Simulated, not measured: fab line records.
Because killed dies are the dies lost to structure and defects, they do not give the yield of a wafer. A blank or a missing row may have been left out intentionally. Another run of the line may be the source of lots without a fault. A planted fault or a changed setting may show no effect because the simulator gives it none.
Which tool did it? :: flow rit cmos :: 14 lots, 42 wafers sampled, at 7 steps of a route of 202

== WHAT EACH GAUGE READ, for each wafer ==
RIT_FOX2_THK_MEAS_01.
lot: L664
measured: day 1 20:07
on: film metro-02
FOX2_OXIDE_THK (nm): 355 349 362

lot: L665
measured: day 1 23:29
on: film metro-03
FOX2_OXIDE_THK (nm): 354 361 350

lot: L666
measured: day 2 05:19
on: film metro-04
FOX2_OXIDE_THK (nm): 353 343 347

lot: L669
measured: day 2 20:29
on: film metro-02
FOX2_OXIDE_THK (nm): 366 364 360

lot: L671
measured: day 3 06:25
on: film metro-03
FOX2_OXIDE_THK (nm): 333 335 338

lot: L672
measured: day 3 12:33
on: film metro-03
FOX2_OXIDE_THK (nm): 347 348 355

lot: L673
measured: day 3 20:46
on: film metro-03
FOX2_OXIDE_THK (nm): 352 356 354

lot: L677
measured: day 4 13:07
on: film metro-03
FOX2_OXIDE_THK (nm): 382 385 384

lot: L678
measured: day 4 17:12
on: film metro-02
FOX2_OXIDE_THK (nm): 385 384 383

lot: L681
measured: day 5 08:15
on: film metro-03
FOX2_OXIDE_THK (nm): 396 394 391

lot: L682
measured: day 5 15:42
on: film metro-03
FOX2_OXIDE_THK (nm): 344 351 351

lot: L683
measured: day 5 18:49
on: film metro-02
FOX2_OXIDE_THK (nm): 350 353 353

lot: L685
measured: day 6 05:17
on: film metro-04
FOX2_OXIDE_THK (nm): 354 349 355

lot: L687
measured: day 6 15:02
on: film metro-03
FOX2_OXIDE_THK (nm): 347 352 351

RIT_FOX2_THK_MEAS_90.
lot: L664
measured: day 1 21:02
on: film metro-03
FIELD_OXIDE_LEFT_1_THK (nm): 328 322 335

lot: L665
measured: day 2 01:19
on: film metro-03
FIELD_OXIDE_LEFT_1_THK (nm): 326 333 323

lot: L666
measured: day 2 06:57
on: film metro-03
FIELD_OXIDE_LEFT_1_THK (nm): 325 315 319

lot: L669
measured: day 2 21:26
on: film metro-03
FIELD_OXIDE_LEFT_1_THK (nm): 339 337 332

lot: L671
measured: day 3 07:22
on: film metro-03
FIELD_OXIDE_LEFT_1_THK (nm): 305 308 310

lot: L672
measured: day 3 13:29
on: film metro-03
FIELD_OXIDE_LEFT_1_THK (nm): 320 320 328

lot: L673
measured: day 3 21:38
on: film metro-03
FIELD_OXIDE_LEFT_1_THK (nm): 325 329 327

lot: L677
measured: day 4 14:04
on: film metro-04
FIELD_OXIDE_LEFT_1_THK (nm): 354 357 356

lot: L678
measured: day 4 18:05
on: film metro-02
FIELD_OXIDE_LEFT_1_THK (nm): 358 357 356

lot: L681
measured: day 5 09:53
on: film metro-03
FIELD_OXIDE_LEFT_1_THK (nm): 369 367 364

lot: L682
measured: day 5 17:20
on: film metro-03
FIELD_OXIDE_LEFT_1_THK (nm): 317 324 323

lot: L683
measured: day 5 19:51
on: film metro-02
FIELD_OXIDE_LEFT_1_THK (nm): 322 326 325

lot: L685
measured: day 6 06:10
on: film metro-02
FIELD_OXIDE_LEFT_1_THK (nm): 326 322 327

lot: L687
measured: day 6 16:41
on: film metro-03
FIELD_OXIDE_LEFT_1_THK (nm): 319 325 324

RIT_PWELL_TW_MEAS_10.
lot: L664
measured: day 2 00:23
on: film metro-03
PWELL_TW: 973 974 978

lot: L665
measured: day 2 04:37
on: film metro-04
PWELL_TW: 948 947 938

lot: L666
measured: day 2 10:31
on: film metro-03
PWELL_TW: 978 974 970

lot: L669
measured: day 3 00:48
on: film metro-03
PWELL_TW: 969 972 966

lot: L671
measured: day 3 10:39
on: film metro-01
PWELL_TW: 944 946 948

lot: L672
measured: day 3 16:52
on: film metro-01
PWELL_TW: 940 946 943

lot: L673
measured: day 4 01:00
on: film metro-01
PWELL_TW: 952 950 952

lot: L677
measured: day 4 17:11
on: film metro-01
PWELL_TW: 948 954 951

lot: L678
measured: day 4 21:16
on: film metro-01
PWELL_TW: 950 950 950

lot: L681
measured: day 5 13:15
on: film metro-01
PWELL_TW: 952 951 951

lot: L682
measured: day 5 20:49
on: film metro-03
PWELL_TW: 975 966 968

lot: L683
measured: day 5 23:20
on: film metro-01
PWELL_TW: 955 952 951

lot: L685
measured: day 6 09:30
on: film metro-04
PWELL_TW: 940 945 942

lot: L687
measured: day 6 20:05
on: film metro-03
PWELL_TW: 967 965 970

RIT_FOX2_THK_MEAS_91.
lot: L664
measured: day 2 10:08
on: film metro-03
FIELD_OXIDE_LEFT_2_THK (nm): 260 254 268

lot: L665
measured: day 2 14:26
on: film metro-04
FIELD_OXIDE_LEFT_2_THK (nm): 258 265 254

lot: L666
measured: day 2 20:55
on: film metro-02
FIELD_OXIDE_LEFT_2_THK (nm): 257 247 250

lot: L669
measured: day 3 10:05
on: film metro-03
FIELD_OXIDE_LEFT_2_THK (nm): 271 270 264

lot: L671
measured: day 3 19:51
on: film metro-02
FIELD_OXIDE_LEFT_2_THK (nm): 236 239 242

lot: L672
measured: day 4 02:09
on: film metro-02
FIELD_OXIDE_LEFT_2_THK (nm): 252 252 260

lot: L673
measured: day 4 09:55
on: film metro-03
FIELD_OXIDE_LEFT_2_THK (nm): 256 260 258

lot: L677
measured: day 5 02:34
on: film metro-03
FIELD_OXIDE_LEFT_2_THK (nm): 286 290 288

lot: L678
measured: day 5 07:47
on: film metro-04
FIELD_OXIDE_LEFT_2_THK (nm): 290 289 288

lot: L681
measured: day 5 22:43
on: film metro-03
FIELD_OXIDE_LEFT_2_THK (nm): 301 299 296

lot: L682
measured: day 6 05:51
on: film metro-04
FIELD_OXIDE_LEFT_2_THK (nm): 249 256 255

lot: L683
measured: day 6 09:00
on: film metro-03
FIELD_OXIDE_LEFT_2_THK (nm): 254 258 257

lot: L685
measured: day 6 19:31
on: film metro-03
FIELD_OXIDE_LEFT_2_THK (nm): 258 253 258

lot: L687
measured: day 7 05:27
on: film metro-03
FIELD_OXIDE_LEFT_2_THK (nm): 251 256 256

RIT_REOX_THK_MEAS_04.
lot: L664
measured: day 2 20:36
on: film metro-04
REOX_OXIDE_THK (nm): 24.4 23.9 24.5

lot: L665
measured: day 2 23:02
on: film metro-04
REOX_OXIDE_THK (nm): 25.7 25.6 25.7

lot: L666
measured: day 3 07:40
on: film metro-01
REOX_OXIDE_THK (nm): 25.6 25.3 25.7

lot: L669
measured: day 3 19:35
on: film metro-03
REOX_OXIDE_THK (nm): 26.0 25.5 25.9

lot: L671
measured: day 4 03:53
on: film metro-03
REOX_OXIDE_THK (nm): 23.9 24.6 24.5

lot: L672
measured: day 4 11:48
on: film metro-01
REOX_OXIDE_THK (nm): 25.0 25.0 24.7

lot: L673
measured: day 4 19:19
on: film metro-01
REOX_OXIDE_THK (nm): 24.7 24.7 24.8

lot: L677
measured: day 5 11:46
on: film metro-01
REOX_OXIDE_THK (nm): 25.5 25.3 25.2

lot: L678
measured: day 5 19:21
on: film metro-03
REOX_OXIDE_THK (nm): 25.4 25.3 25.5

lot: L681
measured: day 6 07:36
on: film metro-03
REOX_OXIDE_THK (nm): 25.5 25.5 25.7

lot: L682
measured: day 6 15:10
on: film metro-01
REOX_OXIDE_THK (nm): 25.2 25.1 25.7

lot: L683
measured: day 6 17:44
on: film metro-04
REOX_OXIDE_THK (nm): 24.3 24.0 23.8

lot: L685
measured: day 7 03:19
on: film metro-04
REOX_OXIDE_THK (nm): 24.9 24.5 24.9

lot: L687
measured: day 7 17:34
on: film metro-04
REOX_OXIDE_THK (nm): 25.5 25.5 25.6

== TOOL THAT RAN EACH LOT (tool first, then ch and the chambers of the sampled wafers, then the start) ==
lot: L664
RIT_FOX2_OXIDATION_00: furnace-03 ch 0, day 1 18:47
RIT_NWELL_STRIP_09: plasma asher-02 ch 0, day 1 22:32

lot: L665
RIT_FOX2_OXIDATION_00: furnace-04 ch 0, day 1 22:10
RIT_NWELL_STRIP_09: plasma asher-03 ch 0, day 2 02:41

lot: L666
RIT_FOX2_OXIDATION_00: furnace-04 ch 0, day 2 04:00
RIT_NWELL_STRIP_09: plasma asher-03 ch 0,1, day 2 08:28

lot: L669
RIT_FOX2_OXIDATION_00: furnace-03 ch 0, day 2 19:10
RIT_NWELL_STRIP_09: plasma asher-02 ch 0,1, day 2 22:56

lot: L671
RIT_FOX2_OXIDATION_00: furnace-01 ch 0, day 3 05:07
RIT_NWELL_STRIP_09: plasma asher-01 ch 0, day 3 08:52

lot: L672
RIT_FOX2_OXIDATION_00: furnace-04 ch 0, day 3 11:13
RIT_NWELL_STRIP_09: plasma asher-03 ch 0,1, day 3 15:03

lot: L673
RIT_FOX2_OXIDATION_00: furnace-04 ch 0, day 3 19:27
RIT_NWELL_STRIP_09: plasma asher-02 ch 0,1, day 3 23:16

lot: L677
RIT_FOX2_OXIDATION_00: furnace-01 ch 0, day 4 11:47
RIT_NWELL_STRIP_09: plasma asher-01 ch 0,1, day 4 15:29

lot: L678
RIT_FOX2_OXIDATION_00: furnace-01 ch 0, day 4 15:52
RIT_NWELL_STRIP_09: plasma asher-01 ch 0,1, day 4 19:29

lot: L681
RIT_FOX2_OXIDATION_00: furnace-01 ch 0, day 5 06:56
RIT_NWELL_STRIP_09: plasma asher-01 ch 0,1, day 5 11:24

lot: L682
RIT_FOX2_OXIDATION_00: furnace-04 ch 0, day 5 14:22
RIT_NWELL_STRIP_09: plasma asher-03 ch 0,1, day 5 18:50

lot: L683
RIT_FOX2_OXIDATION_00: furnace-04 ch 0, day 5 17:26
RIT_NWELL_STRIP_09: plasma asher-01 ch 0,1, day 5 21:28

lot: L685
RIT_FOX2_OXIDATION_00: furnace-04 ch 0, day 6 03:59
RIT_NWELL_STRIP_09: plasma asher-02 ch 0,1, day 6 07:39

lot: L687
RIT_FOX2_OXIDATION_00: furnace-03 ch 0, day 6 13:43
RIT_NWELL_STRIP_09: plasma asher-02 ch 0,1, day 6 18:12
- RIT_FOX2_OXIDATION_00: target thk 350.7 nm, ox time 1130 s.
- RIT_NWELL_STRIP_09: strips in O2, time 180 s.

== AS READ BY THE TOOLS THEMSELVES (means over the sampled wafers that have a number; for cases with no such wafer, the mark the record gives instead) ==
RIT_FOX2_OXIDATION_00.
lot: L664
tool: furnace-03
spike tc centre C (C): 1102.6
spike tc load C (C): 1129.5
spike tc source C (C): 1117
tube center temp C (C): 1100
tube_center_temp_C_max: 1102.8

lot: L665
tool: furnace-04
spike tc centre C (C): 1104.8
spike tc load C (C): 1130.1
spike tc source C (C): 1125
tube center temp C (C): 1100
tube_center_temp_C_max: 1102.8

lot: L666
tool: furnace-04
spike tc centre C (C): 1104.9
spike tc load C (C): 1130.1
spike tc source C (C): 1125
tube center temp C (C): 1100
tube_center_temp_C_max: 1103.0

lot: L669
tool: furnace-03
spike tc centre C (C): 1101.9
spike tc load C (C): 1129.3
spike tc source C (C): 1117
tube center temp C (C): 1100
tube_center_temp_C_max: 1102.9

lot: L671
tool: furnace-01
spike tc centre C (C): 1103.0
spike tc load C (C): 1130.7
spike tc source C (C): 1122
tube center temp C (C): 1100
tube_center_temp_C_max: 1103.0

lot: L672
tool: furnace-04
spike tc centre C (C): 1103.6
spike tc load C (C): 1130.3
spike tc source C (C): 1125
tube center temp C (C): 1100
tube_center_temp_C_max: 1102.7

lot: L673
tool: furnace-04
spike tc centre C (C): 1103.8
spike tc load C (C): 1129.9
spike tc source C (C): 1125
tube center temp C (C): 1100
tube_center_temp_C_max: 1102.4

lot: L677
tool: furnace-01
spike tc centre C (C): 1127.4
spike tc load C (C): 1156.1
spike tc source C (C): 1147
tube center temp C (C): 1125
tube_center_temp_C_max: 1128.1

lot: L678
tool: furnace-01
spike tc centre C (C): 1127.5
spike tc load C (C): 1156.6
spike tc source C (C): 1148
tube center temp C (C): 1125
tube_center_temp_C_max: 1128.4

lot: L681
tool: furnace-01
spike tc centre C (C): 1127.9
spike tc load C (C): 1156.7
spike tc source C (C): 1147
tube center temp C (C): 1125
tube_center_temp_C_max: 1127.8

lot: L682
tool: furnace-04
spike tc centre C (C): 1104.8
spike tc load C (C): 1130.5
spike tc source C (C): 1125
tube center temp C (C): 1100
tube_center_temp_C_max: 1102.6

lot: L683
tool: furnace-04
spike tc centre C (C): 1104.1
spike tc load C (C): 1128.5
spike tc source C (C): 1126
tube center temp C (C): 1100
tube_center_temp_C_max: 1102.7

lot: L685
tool: furnace-04
spike tc centre C (C): 1104.7
spike tc load C (C): 1130.3
spike tc source C (C): 1124
tube center temp C (C): 1100
tube_center_temp_C_max: 1102.6

lot: L687
tool: furnace-03
spike tc centre C (C): 1102.3
spike tc load C (C): 1129.5
spike tc source C (C): 1117
tube center temp C (C): 1100
tube_center_temp_C_max: 1102.8

RIT_NWELL_STRIP_09.
lot: L664
tool: plasma asher-02
drypump motor current A (A): 6.2

lot: L665
tool: plasma asher-03
drypump motor current A (A): 5.2

lot: L666
tool: plasma asher-03
drypump motor current A (A): 5.3

lot: L669
tool: plasma asher-02
drypump motor current A (A): 5.5

lot: L671
tool: plasma asher-01
drypump motor current A (A): 6.1

lot: L672
tool: plasma asher-03
drypump motor current A (A): 5.3

lot: L673
tool: plasma asher-02
drypump motor current A (A): 5.6

lot: L677
tool: plasma asher-01
drypump motor current A (A): 5.4

lot: L678
tool: plasma asher-01
drypump motor current A (A): 5.8

lot: L681
tool: plasma asher-01
drypump motor current A (A): 5.4

lot: L682
tool: plasma asher-03
drypump motor current A (A): 5.3

lot: L683
tool: plasma asher-01
drypump motor current A (A): 5.4

lot: L685
tool: plasma asher-02
drypump motor current A (A): 5.5

lot: L687
tool: plasma asher-02
drypump motor current A (A): 5.6

== THE ANSWER, worked out from the rows above alone ==
Rule: what is usual is taken from the lots themselves. Put in order of their means at a reading, lots are off if they are a third of the lots or fewer, leave a main group of 4 or more, and stand apart from it by a gap of 3 or more times the standard deviation of the main group's means; of several such gaps the widest counts. Not used: any main group whose means are identical at the precision the tables above print for the reading. Also off: a lot with no number at a reading for which 4 or more lots have one. All remaining lots with rows at the step are treated as sound. First the gauges in route order, then the tools' own readings, where a lot's mean is used as printed above. At the first step where some lot is off, the reading lying furthest off is the one used; lots without a number count as furthest.
Off: at RIT_FOX2_THK_MEAS_01 (FOX2_OXIDE_THK), L677, L678, L681. Main group: mean 351 nm, sd 6.5.
A tool fits if, at a process step before that reading, it ran every lot that is off, and no sound lot after the first of them. The gauges at RIT_FOX2_THK_MEAS_01 aren't tried: what is off there is off at RIT_FOX2_OXIDATION_00 too, on other tools, and a gauge's error can't cause that. One candidate fits, namely furnace-01 at RIT_FOX2_OXIDATION_00. Its last sound lot is L671 (day 3 05:07), its first lot that is off L677 (day 4 11:47): a fault that began between those two fits.
The tool's own readings at RIT_FOX2_OXIDATION_00 bear it out: on the lots that are off they differ by more than 5 times the standard deviation of the sound lots' means. spike tc centre C reads 1127.6 C there against 1103.7 C on the sound lots; spike tc load C reads 1156.5 C there against 1129.9 C on the sound lots; spike tc source C reads 1147 C there against 1123 C on the sound lots; tube center temp C reads 1125 C there against 1100 C on the sound lots; tube_center_temp_C_max reads 1128.1 there against 1102.8 on the sound lots.

== WHAT WAS PUT IN BY THE SIMULATOR ==
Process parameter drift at RIT_FOX2_OXIDATION_00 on furnace-01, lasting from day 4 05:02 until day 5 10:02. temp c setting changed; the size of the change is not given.
Struck lots among those shown: L677, L678, L681. The rule above found the same.
